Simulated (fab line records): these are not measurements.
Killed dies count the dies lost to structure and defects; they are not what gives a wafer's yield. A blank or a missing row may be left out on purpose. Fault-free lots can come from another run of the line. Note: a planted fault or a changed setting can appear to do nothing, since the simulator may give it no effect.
fab line records -- flow berkeley-cmos170
[record] lots = 5, wafers = 23
route steps=331 shown START@3 NWELL@18 PWELL@48 ACTIVE@68 PFIELD@80 PVT@116 PLDD@149 NLDD@166 PSD@176
start-h: hours from the record's first day to the start of the lot's first wafer shown -- wait-h: hours from the lot's prior step to this one -- " identical to the entry in the row above -- L1.1+2: a single row standing in for several wafers -- - value missing, or start not given -- * or withheld: withheld -- < > ~ a bound
route shown NAME@n: names a module that has steps shown in the file, with the first one's number in the route -- usual: mean and standard deviation over wafers with no fault -- same: alike in all rows -- chamber/n: place in a boat -- sites: readings site by site -- _std_site: the values' standard deviation -- _edge_site: mean of outer sites minus mean of inner sites -- radius-mm: how far each site lies from the wafer's centre -- mask NAME#n: copy n -- behind: tool/chamber where the wafer was last shaped -- hold: why the lot was held/for how many hours/how that ended -- device: names the non-switching transistor (n, p or np) -- end of line: tests run on the same wafers once the route is complete -- where a step has no rows: the recipe by itself -- killed: at the first sort, the dies lost to defects and structure; wafer yield is something else -- map: a wafer's dies, marking killed ones x, the rest . and places with no die _
set.NAME: the setting as run; set.NAME@STEP: as run at that earlier step -- model.NAME: the simulator's own value behind a step, which no gauge read
lots whose settings were changed on purpose; a table a step, a row a wafer
[[steps]]
[step UCB170_START_OXIDATION_02]
[recipe] temp-c = 950, ambient = O2, target-thk-a = 200, ox-time-s = 1800
lot.wafer,tool,chamber,start-h,wait-h,set.temp-c,model.SiO2_of_START_OXIDATION_02.thk-nm
L074.1+3,furnace-02,0,13.33,2.2,950,19.58
L074.4,furnace-02,0,13.33,2.2,950,19.77
L075.1+4,-,-,-,7.1,950,20.41
L075.2,-,-,-,7.1,950,20.73
L075.3,-,-,-,7.1,950,20.2
L075.6,-,-,-,7.1,950,20.25
L079.1,-,-,-,3.7,959.2,22.49
L079.2,-,-,-,3.7,959.2,22.25
L079.3,-,-,-,3.7,959.2,22.33
L079.4,-,-,-,3.7,959.2,22.2
L079.5,-,-,-,3.7,959.2,21.95
L081.1,-,-,-,5.6,921.9,14.51
L081.2,-,-,-,5.6,921.9,14.7
L081.3,-,-,-,5.6,921.9,14.39
L081.5,-,-,-,5.6,921.9,14.91
L081.6,-,-,-,5.6,921.9,14.77
L083.1+3,-,-,-,2.0,950,20.04
L083.2,-,-,-,2.0,950,20.47
L083.5,-,-,-,2.0,950,20.03
L083.6,-,-,-,2.0,950,19.96
[step UCB170_START_THK_MEAS_03]
[recipe] reads = SiO2_of_START_OXIDATION_02
[usual] START_OXIDE_THK = 19.9/0.41
lot.wafer,tool,chamber,start-h,wait-h,set.temp-c@START_OXIDATION_02,START_OXIDE_THK[nm]
L074.1,film-metro-04,-,14.83,0.0,950,19.6
L074.3,film-metro-04,-,14.83,0.0,950,19.6
L074.4,film-metro-04,-,14.83,0.0,950,19.8
L075.1,film-metro-04,-,-,-,950,20.4
L075.2,film-metro-04,-,-,-,950,20.7
L075.3,film-metro-04,-,-,-,950,20.2
L075.4,film-metro-04,-,-,-,950,20.4
L075.6,film-metro-04,-,-,-,950,20.2
L079.1,film-metro-01,-,-,-,959.2,22.5
L079.2,film-metro-01,-,-,-,959.2,22.2
L079.3,film-metro-01,-,-,-,959.2,22.3
L079.4,film-metro-01,-,-,-,959.2,22.2
L079.5,film-metro-01,-,-,-,959.2,21.9
L081.1,film-metro-04,-,-,-,921.9,14.5
L081.2,film-metro-04,-,-,-,921.9,14.7
L081.3,film-metro-04,-,-,-,921.9,14.4
L081.5,film-metro-04,-,-,-,921.9,14.9
L081.6,film-metro-04,-,-,-,921.9,14.8
L083.1,film-metro-04,-,-,-,950,20.0
L083.2,film-metro-04,-,-,-,950,20.5
L083.3,film-metro-04,-,-,-,950,20.1
L083.5,film-metro-04,-,-,-,950,20.0
L083.6,film-metro-04,-,-,-,950,19.9
[step UCB170_NWELL_CVD_04]
[recipe] material = Si3N4, target-thk-nm = 224, temp-c = 800, precursor = SiH2Cl2/NH3, time-s = 3360, pressure-mtorr = 200, sih2cl2-flow-sccm = 25, nh3-flow-sccm = 75
lot.wafer,tool,chamber,start-h,wait-h,set.pressure-mtorr,model.Si3N4_of_NWELL_CVD_04.thk-nm
L074.1,lpcvd-01,1,29.06,1.4,200,227.1
L074.3,lpcvd-01,1,29.06,1.4,200,227.5
L074.4,lpcvd-01,1,29.06,1.4,200,226.6
L075.1,-,-,-,0.0,183.7,218.4
L075.2,-,-,-,0.0,183.7,220.1
L075.3,-,-,-,0.0,183.7,218.6
L075.4,-,-,-,0.0,183.7,217.8
L075.6,-,-,-,0.0,183.7,217.1
L079.1+3,-,-,-,1.4,218.7,229.2
L079.2,-,-,-,1.4,218.7,228.6
L079.4,-,-,-,1.4,218.7,229.1
L079.5,-,-,-,1.4,218.7,227.8
L081.1,-,-,-,0.0,213.5,228.9
L081.2,-,-,-,0.0,213.5,229.2
L081.3,-,-,-,0.0,213.5,228.5
L081.5,-,-,-,0.0,213.5,228.8
L081.6,-,-,-,0.0,213.5,228
L083.1,-,-,-,0.0,229,231.5
L083.2+6,-,-,-,0.0,229,232.4
L083.3,-,-,-,0.0,229,229.9
L083.5,-,-,-,0.0,229,234.4
[step UCB170_PWELL_ETCH_14]
[recipe] chemistry = CH3F/Ar/O2, target = Si3N4, stop-on = SiO2, CH3F_flow_sccm = 20, Ar_flow_sccm = 50, O2_flow_sccm = 7, pressure-mtorr = 50, rf-w = 450, target-depth-a = 2420, over-etch-frac = 0.1, time-s = 151
lot.wafer,tool,chamber,start-h,wait-h,set.time-s,model.KrF_of_PWELL_COAT_08.thk-nm
L074.1,rie-diel-01,3,52.96,0.0,151,736.6
L074.3,rie-diel-01,0,52.96,0.0,151,727.7
L074.4,rie-diel-01,2,52.96,0.0,151,725
L075.1,rie-diel-01,3,62.73,0.0,151,727.5
L075.2,rie-diel-01,1,62.73,0.0,151,720.4
L075.3,rie-diel-01,2,62.73,0.0,151,720.7
L075.4,rie-diel-01,0,62.73,0.0,151,718.8
L075.6,rie-diel-01,1,62.73,0.0,151,719.9
L079.1,rie-diel-03,2,80.09,0.0,163.7,712.6
L079.2,rie-diel-03,0,80.09,0.0,151,734.4
L079.3,rie-diel-03,3,80.09,0.0,151,729.1
L079.4,rie-diel-03,1,80.09,0.0,163.7,713
L079.5,rie-diel-03,3,80.09,0.0,151,725.5
L081.1,rie-diel-03,3,90.36,0.0,128.8,745.3
L081.2,rie-diel-03,1,90.36,0.0,151,722.6
L081.3,rie-diel-03,0,90.36,0.0,151,725.2
L081.5,rie-diel-03,2,90.36,0.0,151,727.2
L081.6,rie-diel-03,3,90.36,0.0,128.8,744.6
L083.1,rie-diel-04,2,99.33,0.0,151,719.5
L083.2,rie-diel-04,3,99.33,0.0,151,718.5
L083.3,rie-diel-04,0,99.33,0.0,169.8,702.6
L083.5,rie-diel-04,3,99.33,0.0,169.8,699.4
L083.6,rie-diel-04,0,99.33,0.0,151,723.4
[step UCB170_PWELL_IMPLANT_15]
[recipe] species = B, dose-cm2 = 5e+12, energy-kev = 60, tilt-deg = 7
lot.wafer,tool,chamber,start-h,wait-h,set.tilt-deg
L074.1+3+4,implanter-01,0,53.06,0.1,7
L075.1+2+3,implanter-02,0,62.83,0.1,7
L075.4+6,implanter-02,0,62.83,0.1,7.616
L079.1+3+4,implanter-02,0,80.19,0.1,7
L079.2+5,implanter-02,0,80.19,0.1,7.845
L081.1+2+5,implanter-01,0,90.46,0.1,6.596
L081.3+6,implanter-01,0,90.46,0.1,7
L083.1+5+6,implanter-02,0,99.43,0.1,7.708
L083.2+3,implanter-02,0,99.43,0.1,7
[step UCB170_PWELL_STRIP_16]
[recipe] chemistry = O2, power-w = 400, pressure-mtorr = 3500, platen-temp-c = withheld, o2-flow-sccm = 400, overash-fraction = 0.5
[usual] strip-time-to-endpoint-s = 18.08/0.089
lot.wafer,tool,chamber,start-h,wait-h,set.time-s@PWELL_ETCH_14,strip-time-to-endpoint-s
L074.1,plasma-asher-04,1,53.21,0.1,151,18.37
L074.3,plasma-asher-04,1,53.21,0.1,151,18.17
L074.4,plasma-asher-04,0,53.21,0.1,151,18.10
L075.1,plasma-asher-02,1,62.98,0.1,151,18.16
L075.2,plasma-asher-02,0,62.98,0.1,151,17.99
L075.3,plasma-asher-02,0,62.98,0.1,151,18.00
L075.4,plasma-asher-02,1,62.98,0.1,151,17.96
L075.6,plasma-asher-02,0,62.98,0.1,151,18.00
L079.1,plasma-asher-03,1,80.34,0.1,163.7,17.80
L079.2,plasma-asher-03,0,80.34,0.1,151,18.34
L079.3,plasma-asher-03,0,80.34,0.1,151,18.18
L079.4,plasma-asher-03,1,80.34,0.1,163.7,17.81
L079.5,plasma-asher-03,0,80.34,0.1,151,18.11
L081.1,plasma-asher-02,0,90.61,0.1,128.8,18.58
L081.2,plasma-asher-02,1,90.61,0.1,151,18.03
L081.3,plasma-asher-02,0,90.61,0.1,151,18.11
L081.5,plasma-asher-02,1,90.61,0.1,151,18.16
L081.6,plasma-asher-02,0,90.61,0.1,128.8,18.57
L083.1,plasma-asher-04,0,99.58,0.1,151,17.98
L083.2,plasma-asher-04,1,99.58,0.1,151,17.94
L083.3,plasma-asher-04,0,99.58,0.1,169.8,17.56
L083.5,plasma-asher-04,0,99.58,0.1,169.8,17.47
L083.6,plasma-asher-04,1,99.58,0.1,151,18.06
[step UCB170_ACTIVE_COAT_08]
[recipe] resist = KrF, spin-rpm = 1500, resist-thk-nm = 900
lot.wafer,tool,chamber,start-h,wait-h,set.resist-thk-nm,model.KrF_of_ACTIVE_COAT_08.thk-nm
L074.1,litho-track-01,0,89.16,0.1,900,900.1
L074.3,litho-track-01,0,89.16,0.1,900,901.7
L074.4,litho-track-01,0,89.16,0.1,900,901.5
L075.1,litho-track-03,0,94.76,0.1,874.6,875
L075.2,litho-track-03,0,94.76,0.1,900,903.1
L075.3,litho-track-03,0,94.76,0.1,900,899.5
L075.4,litho-track-03,0,94.76,0.1,874.6,875.3
L075.6,litho-track-03,0,94.76,0.1,900,899.6
L079.1,litho-track-01,0,109.12,0.1,900,898.1
L079.2,litho-track-01,0,109.12,0.1,900,898.7
L079.3,litho-track-01,0,109.12,0.1,900,897.4
L079.4,litho-track-01,0,109.12,0.1,900,895.5
L079.5,litho-track-01,0,109.12,0.1,900,896.5
L081.1,litho-track-02,0,122.56,0.1,900,899.7
L081.2,litho-track-02,0,122.56,0.1,900,902.3
L081.3,litho-track-02,0,122.56,0.1,900,900.4
L081.5,litho-track-02,0,122.56,0.1,900,902.4
L081.6,litho-track-02,0,122.56,0.1,900,902.7
L083.1,litho-track-02,0,132.18,0.1,900,900.8
L083.2,litho-track-02,0,132.18,0.1,953.5,951.7
L083.3,litho-track-02,0,132.18,0.1,953.5,949.7
L083.5,litho-track-02,0,132.18,0.1,900,901.6
L083.6,litho-track-02,0,132.18,0.1,953.5,952.9
[step UCB170_ACTIVE_SOFTBAKE_09]
[recipe] resist = KrF, temp-c = 130, time-s = 60
[step UCB170_ACTIVE_EXPOSE_10]
[recipe] mask-id = ACTIVE, target-cd-nm = 1200, na = 0.5, sigma-outer = 0.6, source-shape = conventional, dose-mj = 20
[step UCB170_ACTIVE_ETCH_15]
[recipe] chemistry = CH3F/Ar/O2, target = Si3N4, stop-on = SiO2, CH3F_flow_sccm = 20, Ar_flow_sccm = 50, O2_flow_sccm = 7, pressure-mtorr = 50, rf-w = 450, target-depth-a = 2420, over-etch-frac = 0.1, time-s = 151
lot.wafer,tool,chamber,start-h,wait-h,set.resist-thk-nm@ACTIVE_COAT_08,model.KrF_of_ACTIVE_COAT_08.thk-nm
L074.1,rie-diel-02,2,91.32,0.0,900,726.4
L074.3,rie-diel-02,3,91.32,0.0,900,721.9
L074.4,rie-diel-02,3,91.32,0.0,900,721.3
L075.1,rie-diel-01,0,96.39,0.0,874.6,694
L075.2,rie-diel-01,2,96.39,0.0,900,726.6
L075.3,rie-diel-01,1,96.39,0.0,900,723.1
L075.4,rie-diel-01,3,96.39,0.0,874.6,702.5
L075.6,rie-diel-01,1,96.39,0.0,900,722.6
L079.1,rie-diel-01,2,110.17,0.0,900,723.1
L079.2,rie-diel-01,1,110.17,0.0,900,720.8
L079.3,rie-diel-01,0,110.17,0.0,900,720.4
L079.4,rie-diel-01,3,110.17,0.0,900,722.8
L079.5,rie-diel-01,3,110.17,0.0,900,725.6
L081.1,rie-diel-04,2,123.93,0.0,900,721.4
L081.2,rie-diel-04,0,123.93,0.0,900,725.4
L081.3,rie-diel-04,1,123.93,0.0,900,723
L081.5,rie-diel-04,3,123.93,0.0,900,723.7
L081.6,rie-diel-04,0,123.93,0.0,900,727.8
L083.1,rie-diel-01,2,133.68,0.0,900,723.8
L083.2,rie-diel-01,1,133.68,0.0,953.5,776.1
L083.3,rie-diel-01,0,133.68,0.0,953.5,772.9
L083.5,rie-diel-01,1,133.68,0.0,900,724.2
L083.6,rie-diel-01,2,133.68,0.0,953.5,777.2
[step UCB170_ACTIVE_STRIP_16]
[recipe] chemistry = O2, power-w = 400, pressure-mtorr = 3500, platen-temp-c = withheld, o2-flow-sccm = 400, overash-fraction = 0.5
[usual] oes-product-au = 0.720/0.0041, strip-time-to-endpoint-s = 18.07/0.073
lot.wafer,tool,chamber,start-h,wait-h,set.power-w,set.resist-thk-nm@ACTIVE_COAT_08,oes-product-au,strip-time-to-endpoint-s
L074.1,plasma-asher-01,0,91.43,0.1,400,900,0.722,18.13
L074.3,plasma-asher-01,0,91.43,0.1,400,900,0.722,18.01
L074.4,plasma-asher-01,1,91.43,0.1,400,900,0.717,18.01
L075.1,plasma-asher-02,0,96.49,0.1,400,874.6,0.716,17.35
L075.2,plasma-asher-02,1,96.49,0.1,400,900,0.717,18.13
L075.3,plasma-asher-02,0,96.49,0.1,430.5,900,0.752,17.11
L075.4,plasma-asher-02,1,96.49,0.1,400,874.6,0.717,17.55
L075.6,plasma-asher-02,0,96.49,0.1,430.5,900,0.747,17.08
L079.1,plasma-asher-03,0,110.27,0.1,371.7,900,0.695,19.07
L079.2,plasma-asher-03,1,110.27,0.1,400,900,0.724,17.98
L079.3,plasma-asher-03,1,110.27,0.1,371.7,900,0.684,18.98
L079.4,plasma-asher-03,0,110.27,0.1,400,900,0.718,18.06
L079.5,plasma-asher-03,0,110.27,0.1,371.7,900,0.696,19.13
L081.1,plasma-asher-02,1,124.03,0.1,400,900,0.727,18.03
L081.2,plasma-asher-02,0,124.03,0.1,365.2,900,0.683,19.39
L081.3,plasma-asher-02,1,124.03,0.1,400,900,0.723,18.06
L081.5,plasma-asher-02,1,124.03,0.1,365.2,900,0.687,19.35
L081.6,plasma-asher-02,0,124.03,0.1,400,900,0.722,18.16
L083.1,plasma-asher-01,0,133.78,0.1,361.1,900,0.683,19.50
L083.2,plasma-asher-01,1,133.78,0.1,361.1,953.5,0.685,20.86
L083.3,plasma-asher-01,1,133.78,0.1,400,953.5,0.720,19.25
L083.5,plasma-asher-01,1,133.78,0.1,400,900,0.720,18.08
L083.6,plasma-asher-01,0,133.78,0.1,400,953.5,0.729,19.34
[step UCB170_PFIELD_COAT_01]
[recipe] resist = KrF, spin-rpm = 1500, resist-thk-nm = 900
lot.wafer,tool,chamber,start-h,wait-h,set.resist-thk-nm,model.KrF_of_PFIELD_COAT_01.thk-nm
L074.1,litho-track-03,0,95.66,0.1,900,902.7
L074.3,litho-track-03,0,95.66,0.1,900,901.8
L074.4,litho-track-03,0,95.66,0.1,900,901.6
L075.1,litho-track-01,0,98.22,0.1,900,903.8
L075.2,litho-track-01,0,98.22,0.1,900,902.6
L075.3,litho-track-01,0,98.22,0.1,900,903.4
L075.4+6,litho-track-01,0,98.22,0.1,900,903.3
L079.1,litho-track-03,0,110.89,0.1,900,900.8
L079.2,litho-track-03,0,110.89,0.1,900,900.1
L079.3,litho-track-03,0,110.89,0.1,859.8,862.6
L079.4,litho-track-03,0,110.89,0.1,859.8,860.8
L079.5,litho-track-03,0,110.89,0.1,900,899.7
L081.1,litho-track-01,0,126.28,0.1,848.4,848.6
L081.2,litho-track-01,0,126.28,0.1,848.4,845.1
L081.3,litho-track-01,0,126.28,0.1,900,900.8
L081.5,litho-track-01,0,126.28,0.1,900,898.2
L081.6,litho-track-01,0,126.28,0.1,900,897.2
L083.1,litho-track-04,0,136.27,0.1,900,898.1
L083.2,litho-track-04,0,136.27,0.1,864.6,864.9
L083.3,litho-track-04,0,136.27,0.1,900,899.3
L083.5,litho-track-04,0,136.27,0.1,864.6,863.2
L083.6,litho-track-04,0,136.27,0.1,900,897.3
[step UCB170_PFIELD_SOFTBAKE_02]
[recipe] resist = KrF, temp-c = 130, time-s = 60
[step UCB170_PFIELD_EXPOSE_03]
[recipe] mask-id = PFIELD, na = 0.5, sigma-outer = 0.6, source-shape = conventional, target-cd-nm = 1500, dose-mj = 30
[step UCB170_PFIELD_IMPLANT_07]
[recipe] species = B, dose-cm2 = 2e+13, energy-kev = 80, tilt-deg = 7
[step UCB170_PFIELD_STRIP_08]
[recipe] chemistry = O2, power-w = 400, pressure-mtorr = 3500, platen-temp-c = withheld, o2-flow-sccm = 400, overash-fraction = 0.5
[usual] strip-time-to-endpoint-s = 21.63/0.053
lot.wafer,tool,chamber,start-h,wait-h,set.resist-thk-nm@PFIELD_COAT_01,strip-time-to-endpoint-s
L074.1,plasma-asher-03,0,97.98,0.1,900,21.69
L074.3,plasma-asher-03,0,97.98,0.1,900,21.67
L074.4,plasma-asher-03,1,97.98,0.1,900,21.66
L075.1,plasma-asher-03,1,100.02,0.1,900,21.72
L075.2,plasma-asher-03,0,100.02,0.1,900,21.70
L075.3,plasma-asher-03,1,100.02,0.1,900,21.72
L075.4,plasma-asher-03,0,100.02,0.1,900,21.68
L075.6,plasma-asher-03,1,100.02,0.1,900,21.71
L079.1,plasma-asher-03,1,112.34,0.1,900,21.65
L079.2,plasma-asher-03,0,112.34,0.1,900,21.63
L079.3,plasma-asher-03,1,112.34,0.1,859.8,20.74
L079.4,plasma-asher-03,0,112.34,0.1,859.8,20.69
L079.5,plasma-asher-03,0,112.34,0.1,900,21.62
L081.1,plasma-asher-03,1,127.59,0.1,848.4,20.40
L081.2,plasma-asher-03,0,127.59,0.1,848.4,20.31
L081.3,plasma-asher-03,1,127.59,0.1,900,21.65
L081.5,plasma-asher-03,0,127.59,0.1,900,21.57
L081.6,plasma-asher-03,1,127.59,0.1,900,21.55
L083.1,plasma-asher-03,1,137.39,0.1,900,21.58
L083.2,plasma-asher-03,0,137.39,0.1,864.6,20.79
L083.3,plasma-asher-03,0,137.39,0.1,900,21.60
L083.5,plasma-asher-03,0,137.39,0.1,864.6,20.74
L083.6,plasma-asher-03,1,137.39,0.1,900,21.59
[step UCB170_PVT_COAT_01]
[recipe] resist = KrF, spin-rpm = 1500, resist-thk-nm = 900
lot.wafer,tool,chamber,start-h,wait-h,set.spin-rpm,model.KrF_of_PVT_COAT_01.thk-nm
L075.1,litho-track-04,0,130.71,0.1,1500,901.9
L075.2,litho-track-04,0,130.71,0.1,1588,875.5
L075.3,litho-track-04,0,130.71,0.1,1500,901
L075.4,litho-track-04,0,130.71,0.1,1588,876.4
L075.6,litho-track-04,0,130.71,0.1,1500,898.3
L074.1,litho-track-03,0,131.50,0.1,1500,901.6
L074.3,litho-track-03,0,131.50,0.1,1500,901.3
L074.4,litho-track-03,0,131.50,0.1,1500,896.6
L079.1,litho-track-04,0,147.24,0.1,1421,924.7
L079.2,litho-track-04,0,147.24,0.1,1500,894.3
L079.3,litho-track-04,0,147.24,0.1,1421,923
L079.4,litho-track-04,0,147.24,0.1,1500,897.8
L079.5,litho-track-04,0,147.24,0.1,1500,898.9
L081.1,litho-track-04,0,159.72,0.1,1500,895.6
L081.2,litho-track-04,0,159.72,0.1,1500,899.3
L081.3,litho-track-04,0,159.72,0.1,1500,897.5
L081.5,litho-track-04,0,159.72,0.1,1500,897.3
L081.6,litho-track-04,0,159.72,0.1,1500,897.1
L083.1,litho-track-02,0,171.40,0.1,1500,901.4
L083.2,litho-track-02,0,171.40,0.1,1500,902.7
L083.3,litho-track-02,0,171.40,0.1,1500,899.9
L083.5,litho-track-02,0,171.40,0.1,1500,902
L083.6,litho-track-02,0,171.40,0.1,1500,899.5
[step UCB170_PVT_IMPLANT_07]
[recipe] species = P, dose-cm2 = 2e+12, energy-kev = 30, tilt-deg = 7
lot.wafer,tool,chamber,start-h,wait-h,set.dose-cm2
L075.1+6,implanter-04,0,132.07,0.0,2e+12
L075.2+3+4,implanter-04,0,132.07,0.0,2.129e+12
L074.1+3+4,implanter-02,0,133.24,0.0,2e+12
L079.1+2+3+4+5,implanter-04,0,148.89,0.0,2e+12
L081.1+2+3+5+6,implanter-03,0,160.66,0.0,2e+12
L083.1+2+3+5+6,implanter-03,0,172.47,0.0,2e+12
[step UCB170_PVT_STRIP_08]
[recipe] chemistry = O2, power-w = 400, pressure-mtorr = 3500, platen-temp-c = withheld, o2-flow-sccm = 400, overash-fraction = 0.5
[usual] strip-time-to-endpoint-s = 21.63/0.049
lot.wafer,tool,chamber,start-h,wait-h,set.spin-rpm@PVT_COAT_01,strip-time-to-endpoint-s
L075.1,plasma-asher-02,0,132.22,0.1,1500,21.68
L075.2,plasma-asher-02,1,132.22,0.1,1588,21.04
L075.3,plasma-asher-02,0,132.22,0.1,1500,21.64
L075.4,plasma-asher-02,1,132.22,0.1,1588,21.07
L075.6,plasma-asher-02,0,132.22,0.1,1500,21.58
L074.1,plasma-asher-03,1,133.39,0.1,1500,21.68
L074.3,plasma-asher-03,1,133.39,0.1,1500,21.67
L074.4,plasma-asher-03,0,133.39,0.1,1500,21.54
L079.1,plasma-asher-03,0,149.04,0.1,1421,22.22
L079.2,plasma-asher-03,1,149.04,0.1,1500,21.48
L079.3,plasma-asher-03,1,149.04,0.1,1421,22.17
L079.4,plasma-asher-03,0,149.04,0.1,1500,21.58
L079.5,plasma-asher-03,0,149.04,0.1,1500,21.59
L081.1,plasma-asher-04,1,160.81,0.1,1500,21.52
L081.2,plasma-asher-04,0,160.81,0.1,1500,21.61
L081.3,plasma-asher-04,1,160.81,0.1,1500,21.58
L081.5,plasma-asher-04,1,160.81,0.1,1500,21.57
L081.6,plasma-asher-04,0,160.81,0.1,1500,21.57
L083.1,plasma-asher-04,0,172.62,0.1,1500,21.66
L083.2,plasma-asher-04,1,172.62,0.1,1500,21.70
L083.3,plasma-asher-04,0,172.62,0.1,1500,21.63
L083.5,plasma-asher-04,0,172.62,0.1,1500,21.67
L083.6,plasma-asher-04,1,172.62,0.1,1500,21.61
[step UCB170_PLDD_PEB_04]
[recipe] peb-temp-c = 130, peb-time-s = withheld, resist = KrF
lot.wafer,tool,chamber,start-h,wait-h,set.peb-temp-c
L075.1+4+6,litho-track-03,0,-,-,130
L075.2+3,litho-track-03,0,-,-,126.2
L074.1+3+4,litho-track-04,0,152.06,0.8,130
L079.1+2+5,litho-track-03,0,167.00,0.1,130
L079.3+4,litho-track-03,0,167.00,0.1,126.8
L081.1+5,litho-track-04,0,181.42,0.8,130
L081.2+3+6,litho-track-04,0,181.42,0.8,126.8
L083.1+3+5,litho-track-01,0,187.82,0.5,130
L083.2+6,litho-track-01,0,187.82,0.5,126.6
[step UCB170_PLDD_DEVELOP_05]
[recipe] developer = TMAH, develop-time-s = 45, resist = KrF, dev-temp-c = 21
[step UCB170_PLDD_CD_MEAS_06]
[recipe] target-cd-nm = 1200
[usual] cd-nm = 1199.3/1.2
lot.wafer,tool,chamber,start-h,wait-h,set.peb-temp-c@PLDD_PEB_04,cd-nm
L075.1,cd-sem-01,-,152.06,-,130,1199.3
L075.2,cd-sem-01,-,152.06,-,126.2,1168.3
L075.3,cd-sem-01,-,152.06,-,126.2,1168.1
L075.4,cd-sem-01,-,152.06,-,130,1197.7
L075.6,cd-sem-01,-,152.06,-,130,1197.9
L074.1,cd-sem-02,-,152.34,-,130,1198.9
L074.3,cd-sem-02,-,152.34,-,130,1200.1
L074.4,cd-sem-02,-,152.34,-,130,1199.3
L079.1,cd-sem-01,-,167.27,-,130,1199.4
L079.2,cd-sem-01,-,167.27,-,130,1198.9
L079.3,cd-sem-01,-,167.27,-,126.8,1174.9
L079.4,cd-sem-01,-,167.27,-,126.8,1174.7
L079.5,cd-sem-01,-,167.27,-,130,1199.2
L081.1,cd-sem-01,-,181.69,-,130,1198.5
L081.2,cd-sem-01,-,181.69,-,126.8,1173.4
L081.3,cd-sem-01,-,181.69,-,126.8,1173.0
L081.5,cd-sem-01,-,181.69,-,130,1199.6
L081.6,cd-sem-01,-,181.69,-,126.8,1174.3
L083.1,cd-sem-02,-,188.10,-,130,1200.2
L083.2,cd-sem-02,-,188.10,-,126.6,1173.4
L083.3,cd-sem-02,-,188.10,-,130,1200.4
L083.5,cd-sem-02,-,188.10,-,130,1199.6
L083.6,cd-sem-02,-,188.10,-,126.6,1174.7
[step UCB170_NLDD_IMPLANT_08]
[recipe] species = As, dose-cm2 = 5e+13, energy-kev = 30, tilt-deg = 7, rotation-deg = 0
lot.wafer,tool,chamber,start-h,wait-h,set.dose-cm2
L075.1+2+3+4+6,implanter-03,0,154.89,0.0,5e+13
L074.1+3+4,implanter-03,0,155.34,0.0,5e+13
L079.1+5,implanter-03,0,169.35,0.0,4.89e+13
L079.2+3+4,implanter-03,0,169.35,0.0,5e+13
L081.1+3+6,implanter-03,0,184.00,0.0,5e+13
L081.2+5,implanter-03,0,184.00,0.0,5.124e+13
L083.1+2+5,implanter-04,0,190.21,0.0,5e+13
L083.3+6,implanter-04,0,190.21,0.0,5.209e+13
[step UCB170_PSD_COAT_01]
[recipe] resist = KrF, spin-rpm = 1500, resist-thk-nm = 900
lot.wafer,tool,chamber,start-h,wait-h,set.resist-thk-nm,model.KrF_of_PSD_COAT_01.thk-nm
L075.1,litho-track-04,0,161.30,0.1,859,860.1
L075.2,litho-track-04,0,161.30,0.1,900,898.5
L075.3,litho-track-04,0,161.30,0.1,859,860.4
L075.4,litho-track-04,0,161.30,0.1,859,859.7
L075.6,litho-track-04,0,161.30,0.1,900,901.7
L074.1,litho-track-03,0,161.67,0.1,900,900.5
L074.3,litho-track-03,0,161.67,0.1,900,899.7
L074.4,litho-track-03,0,161.67,0.1,900,902.4
L079.1,litho-track-04,0,176.29,0.1,943,945.3
L079.2,litho-track-04,0,176.29,0.1,900,901.6
L079.3,litho-track-04,0,176.29,0.1,943,944.1
L079.4,litho-track-04,0,176.29,0.1,900,903.5
L079.5,litho-track-04,0,176.29,0.1,943,943.2
L081.1,litho-track-02,0,191.71,0.1,900,904.1
L081.2,litho-track-02,0,191.71,0.1,937.4,939.2
L081.3,litho-track-02,0,191.71,0.1,900,903.1
L081.5,litho-track-02,0,191.71,0.1,937.4,940
L081.6,litho-track-02,0,191.71,0.1,937.4,943.7
L083.1+6,litho-track-03,0,200.41,0.1,900,897.9
L083.2,litho-track-03,0,200.41,0.1,900,899.2
L083.3,litho-track-03,0,200.41,0.1,900,899.5
L083.5,litho-track-03,0,200.41,0.1,900,900.2
[[key]]
[split] step = UCB170_START_OXIDATION_02, setting = temp-c, stated = 950, by = lot
[response] step = UCB170_START_OXIDATION_02, reading = model.SiO2_of_START_OXIDATION_02.thk-nm, change = +1.9, per = 1%, r = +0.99
[response] step = UCB170_START_THK_MEAS_03, reading = START_OXIDE_THK, change = +1.9, per = 1%, r = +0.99
[split] step = UCB170_NWELL_CVD_04, setting = pressure-mtorr, stated = 200, by = lot
[response] step = UCB170_NWELL_CVD_04, reading = model.Si3N4_of_NWELL_CVD_04.thk-nm, change = +0.575, per = 1%, r = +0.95
[split] step = UCB170_PWELL_ETCH_14, setting = time-s, stated = 151, by = wafer
[response] step = UCB170_PWELL_ETCH_14, reading = model.KrF_of_PWELL_COAT_08.thk-nm, change = -1.53, per = 1%, r = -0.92
[response] step = UCB170_PWELL_STRIP_16, reading = strip-time-to-endpoint-s, change = *, per = 1%, r = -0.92
[split] step = UCB170_PWELL_IMPLANT_15, setting = tilt-deg, stated = 7, by = wafer
response none clear
[split] step = UCB170_ACTIVE_COAT_08, setting = resist-thk-nm, stated = 900, by = wafer
[response] step = UCB170_ACTIVE_COAT_08, reading = model.KrF_of_ACTIVE_COAT_08.thk-nm, change = +8.56, per = 1%, r = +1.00
[response] step = UCB170_ACTIVE_ETCH_15, reading = model.KrF_of_ACTIVE_COAT_08.thk-nm, change = +8.74, per = 1%, r = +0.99
[response] step = UCB170_ACTIVE_STRIP_16, reading = strip-time-to-endpoint-s, slope = *, per = 1%, together-with = power-w@ACTIVE_STRIP_16, explained = 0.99
[split] step = UCB170_ACTIVE_STRIP_16, setting = power-w, stated = 400, by = wafer
[response] step = UCB170_ACTIVE_STRIP_16, reading = oes-product-au, change = +0.00422, per = 1%, r = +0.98
[response] step = UCB170_ACTIVE_STRIP_16, reading = strip-time-to-endpoint-s, slope = *, per = 1%, together-with = resist-thk-nm@ACTIVE_COAT_08, explained = 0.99
[split] step = UCB170_PFIELD_COAT_01, setting = resist-thk-nm, stated = 900, by = wafer
[response] step = UCB170_PFIELD_COAT_01, reading = model.KrF_of_PFIELD_COAT_01.thk-nm, change = +8.84, per = 1%, r = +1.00
[response] step = UCB170_PFIELD_STRIP_08, reading = strip-time-to-endpoint-s, change = *, per = 1%, r = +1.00
[split] step = UCB170_PVT_COAT_01, setting = spin-rpm, stated = 1500, by = wafer
[response] step = UCB170_PVT_COAT_01, reading = model.KrF_of_PVT_COAT_01.thk-nm, change = -4.59, per = 1%, r = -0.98
[response] step = UCB170_PVT_STRIP_08, reading = strip-time-to-endpoint-s, change = *, per = 1%, r = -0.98
[split] step = UCB170_PVT_IMPLANT_07, setting = dose-cm2, stated = 2e+12, by = wafer
response none clear
[split] step = UCB170_PLDD_PEB_04, setting = peb-temp-c, stated = 130, by = wafer
[response] step = UCB170_PLDD_CD_MEAS_06, reading = cd-nm, change = +10.1, per = 1%, r = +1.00
[split] step = UCB170_NLDD_IMPLANT_08, setting = dose-cm2, stated = 5e+13, by = wafer
response none in this file
[split] step = UCB170_PSD_COAT_01, setting = resist-thk-nm, stated = 900, by = wafer
[response] step = UCB170_PSD_COAT_01, reading = model.KrF_of_PSD_COAT_01.thk-nm, change = +8.81, per = 1%, r = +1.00
